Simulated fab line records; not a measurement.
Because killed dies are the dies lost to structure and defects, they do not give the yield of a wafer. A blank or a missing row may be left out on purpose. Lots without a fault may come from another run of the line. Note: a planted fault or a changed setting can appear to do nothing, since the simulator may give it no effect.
Tool commonality check ; flow ritCmos ; 39 wafers sampled across 13 lots

## WHY THIS WAS OPENED
Flagged at RIT_M1_CD_MEAS_09: reading cdNm, on 2 of 13 lots. No-fault wafers: 2599.8 nm, standard deviation 2.1.
Rule: a lot is flagged in two cases, either no wafer of it has a number, or all its wafers with numbers fall more than 4 standard deviations from that mean. All remaining lots are regarded as sound.

lot;measured;on;cdNm (nm), wafer by wafer;flag
L979;day 3 08:51;cdSem-02;2600.1 2599.3 2599.8;
L980;day 3 13:16;cdSem-02;2601.7 2599.0 2599.8;
L981;day 3 20:22;cdSem-02;2601.3 2597.5 2599.5;
L982;day 4 02:38;cdSem-02;2601.2 2599.5 2601.6;
L983;day 4 08:20;cdSem-02;2599.6 2600.9 2597.7;
L984;day 4 09:58;cdSem-02;2605.3 2604.7 2603.2;
L985;day 4 17:59;cdSem-02;2601.8 2598.5 2598.1;
L986;day 4 23:13;cdSem-02;2604.9 2605.2 2602.7;
L987;day 5 01:11;cdSem-02;2597.7 2598.2 2596.5;
L994;day 6 10:22;cdSem-02;2656.6 2655.4 2656.9;FLAGGED
L997;day 7 08:54;cdSem-02;2656.3 2656.1 2655.3;FLAGGED
L100;day 7 21:17;cdSem-01;2597.7 2599.8 2598.3;
L101;day 8 02:37;cdSem-01;2600.5 2599.2 2600.2;
The numbers of the flagged lots are 2656.1 nm on average: +56.3 nm against the usual, or +27 standard deviations.

## WHICH TOOL RAN EACH LOT
The record holds 1 process step before the reading, out of a route of 202 steps. Read each cell as the tool, then ch plus the chambers that the sampled wafers visited, then the start.
lot;flag;RIT_M1_DEVELOP_08
L979;;lithoTrack-03 ch 0, day 3 08:00
L980;;lithoTrack-03 ch 0, day 3 13:00
L981;;lithoTrack-03 ch 0, day 3 20:00
L982;;lithoTrack-03 ch 0, day 4 02:00
L983;;lithoTrack-02 ch 0, day 4 08:00
L984;;lithoTrack-04 ch 0, day 4 09:00
L985;;lithoTrack-02 ch 0, day 4 17:00
L986;;lithoTrack-03 ch 0, day 4 23:00
L987;;lithoTrack-02 ch 0, day 5 01:00
L994;FLAGGED;lithoTrack-04 ch 0, day 6 10:00
L997;FLAGGED;lithoTrack-04 ch 0, day 7 08:00
L100;;lithoTrack-03 ch 0, day 7 21:00
L101;;lithoTrack-03 ch 0, day 8 02:00
What is done by these steps:
- RIT_M1_DEVELOP_08: develop time 68 s.
- RIT_M1_CD_MEAS_09: target cd 2600 nm.

## FLAGGED AGAINST TOTAL, ONE TOOL AT A TIME (gauges that did the reading follow at the end)
step;tool;lots run;flagged;share of the flagged lots;sound lots run after its first flagged lot
RIT_M1_DEVELOP_08;lithoTrack-02;3;0;none;-
RIT_M1_DEVELOP_08;lithoTrack-03;7;0;none;-
RIT_M1_DEVELOP_08;lithoTrack-04;3;2;all;0
RIT_M1_CD_MEAS_09;cdSem-01;2;0;none;-
RIT_M1_CD_MEAS_09;cdSem-02;11;2;all;0

## THE TABLE: WHAT IT ALLOWS
lithoTrack-04 at RIT_M1_DEVELOP_08 and cdSem-02 at RIT_M1_CD_MEAS_09 are the 2 rows of the table that ran each flagged lot.
- lithoTrack-04 at RIT_M1_DEVELOP_08 ran 3 lots, 2 of them flagged. It ran its last sound lot, L984, at day 4 09:00 and its first flagged lot, L994, at day 6 10:00: a fault with its onset between the two fits.
- cdSem-02 at RIT_M1_CD_MEAS_09 ran 11 lots, 2 of them flagged. It ran its last sound lot, L987, at day 5 01:11 and its first flagged lot, L994, at day 6 10:22: a fault with its onset between the two fits.
Counting lots can't tell these 2 tools apart, because each fits a fault that began at some hour. More lots, or a look at what each step does to the wafer, might.

## WHAT THE SIMULATOR HAD PUT IN
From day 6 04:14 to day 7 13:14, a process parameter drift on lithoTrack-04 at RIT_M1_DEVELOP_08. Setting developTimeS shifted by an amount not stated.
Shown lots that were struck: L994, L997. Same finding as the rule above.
